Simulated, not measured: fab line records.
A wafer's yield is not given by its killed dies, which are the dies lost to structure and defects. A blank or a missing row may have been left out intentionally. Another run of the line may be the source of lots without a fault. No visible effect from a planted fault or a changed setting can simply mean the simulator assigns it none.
What tool caused it? :: flow ritCmos :: 11 lots, 33 wafers sampled, at 4 steps of a route of 202

## WHAT THE GAUGES SHOWED, per wafer
RIT_SDANNEAL_RS_MEAS_04: measures by four-point-probe.
lot: L315
measured: day 3 12:22
on: filmMetro-04
PSD_RS (ohm/sq): 115.4 115.7 115.6

lot: L316
measured: day 3 21:17
on: filmMetro-02
PSD_RS (ohm/sq): 116.3 116.2 116.4

lot: L317
measured: day 4 00:53
on: filmMetro-03
PSD_RS (ohm/sq): 116.4 116.6 116.4

lot: L322
measured: day 4 23:43
on: filmMetro-04
PSD_RS (ohm/sq): 116.0 116.2 116.3

lot: L324
measured: day 5 08:10
on: filmMetro-02
PSD_RS (ohm/sq): 115.7 115.8 115.8

lot: L326
measured: day 5 18:17
on: filmMetro-03
PSD_RS (ohm/sq): 116.3 116.4 116.4

lot: L328
measured: day 5 23:29
on: filmMetro-03
PSD_RS (ohm/sq): 116.6 116.6 116.8

lot: L332
measured: day 6 20:07
on: filmMetro-03
PSD_RS (ohm/sq): 116.4 116.6 116.9

lot: L333
measured: day 7 01:44
on: filmMetro-04
PSD_RS (ohm/sq): 116.0 116.3 116.3

lot: L334
measured: day 7 05:35
on: filmMetro-04
PSD_RS (ohm/sq): 116.2 116.1 116.2

lot: L335
measured: day 7 09:20
on: filmMetro-04
PSD_RS (ohm/sq): 115.7 115.5 115.5

## WHAT TOOL EACH LOT RAN ON (gives the tool, then ch and the chambers of the sampled wafers, and finally the start)
lot: L315
RIT_GATE_ETCH_19: rieSi-02 ch 0,3, day 2 22:08
RIT_PLDD_STRIP_09: plasmaAsher-03 ch 0,1, day 3 05:53
RIT_NSD_SOFTBAKE_02: lithoTrack-04 ch 0, day 3 08:57

lot: L316
RIT_GATE_ETCH_19: rieSi-01 ch 0,1,2, day 3 03:25
RIT_PLDD_STRIP_09: plasmaAsher-02 ch 0,1, day 3 14:25
RIT_NSD_SOFTBAKE_02: lithoTrack-04 ch 0, day 3 17:50

lot: L317
RIT_GATE_ETCH_19: rieSi-02 ch 2,3, day 3 10:15
RIT_PLDD_STRIP_09: plasmaAsher-03 ch 0,1, day 3 18:31
RIT_NSD_SOFTBAKE_02: lithoTrack-03 ch 0, day 3 21:34

lot: L322
RIT_GATE_ETCH_19: rieSi-01 ch 0,1,2, day 4 10:53
RIT_PLDD_STRIP_09: plasmaAsher-04 ch 0,1, day 4 17:32
RIT_NSD_SOFTBAKE_02: lithoTrack-02 ch 0, day 4 20:34

lot: L324
RIT_GATE_ETCH_19: rieSi-01 ch 1,2, day 4 16:50
RIT_PLDD_STRIP_09: plasmaAsher-04 ch 0,1, day 5 01:51
RIT_NSD_SOFTBAKE_02: lithoTrack-04 ch 0, day 5 04:53

lot: L326
RIT_GATE_ETCH_19: rieSi-01 ch 1,3, day 5 05:35
RIT_PLDD_STRIP_09: plasmaAsher-02 ch 0,1, day 5 12:05
RIT_NSD_SOFTBAKE_02: lithoTrack-04 ch 0, day 5 15:08

lot: L328
RIT_GATE_ETCH_19: rieSi-01 ch 1,3, day 5 09:28
RIT_PLDD_STRIP_09: plasmaAsher-03 ch 0,1, day 5 17:02
RIT_NSD_SOFTBAKE_02: lithoTrack-02 ch 0, day 5 20:05

lot: L332
RIT_GATE_ETCH_19: rieSi-01 ch 1,2,3, day 6 06:20
RIT_PLDD_STRIP_09: plasmaAsher-03 ch 0,1, day 6 13:18
RIT_NSD_SOFTBAKE_02: lithoTrack-02 ch 0, day 6 16:59

lot: L333
RIT_GATE_ETCH_19: rieSi-02 ch 1,2,3, day 6 10:20
RIT_PLDD_STRIP_09: plasmaAsher-04 ch 0,1, day 6 18:31
RIT_NSD_SOFTBAKE_02: lithoTrack-03 ch 0, day 6 22:30

lot: L334
RIT_GATE_ETCH_19: rieSi-01 ch 0,3, day 6 16:40
RIT_PLDD_STRIP_09: plasmaAsher-03 ch 0,1, day 6 23:13
RIT_NSD_SOFTBAKE_02: lithoTrack-03 ch 0, day 7 02:28

lot: L335
RIT_GATE_ETCH_19: rieSi-02 ch 1,2,3, day 6 19:26
RIT_PLDD_STRIP_09: plasmaAsher-02 ch 1, day 7 02:55
RIT_NSD_SOFTBAKE_02: lithoTrack-03 ch 0, day 7 05:57
- RIT_GATE_ETCH_19: etches poly-Si in SF6/CHF3/O2, stops on SiO2, time 165 s, target depth 312.5 nm.
- RIT_PLDD_STRIP_09: strips in O2, time 180 s.
- RIT_NSD_SOFTBAKE_02: time 62.74 s.

## THE ANSWER, worked out from the rows above alone
Rule: the lots themselves supply what counts as usual. The widest of any qualifying gaps counts: lots, ordered by their means at a reading, are off when they make up no more than a third of the lots, leave a main group of 4 or more, and stand apart from it by 3 or more times the standard deviation of that group's means. A main group whose means are all the same, to the digits that the tables above print for the reading, isn't used. A lot without any number at a reading at which 4 lots or more have one is off too. The other lots that the step has rows for count as sound.
Nothing can be told from this: no lot is off at any reading shown.

## WHAT THE SIMULATOR HAD PUT IN
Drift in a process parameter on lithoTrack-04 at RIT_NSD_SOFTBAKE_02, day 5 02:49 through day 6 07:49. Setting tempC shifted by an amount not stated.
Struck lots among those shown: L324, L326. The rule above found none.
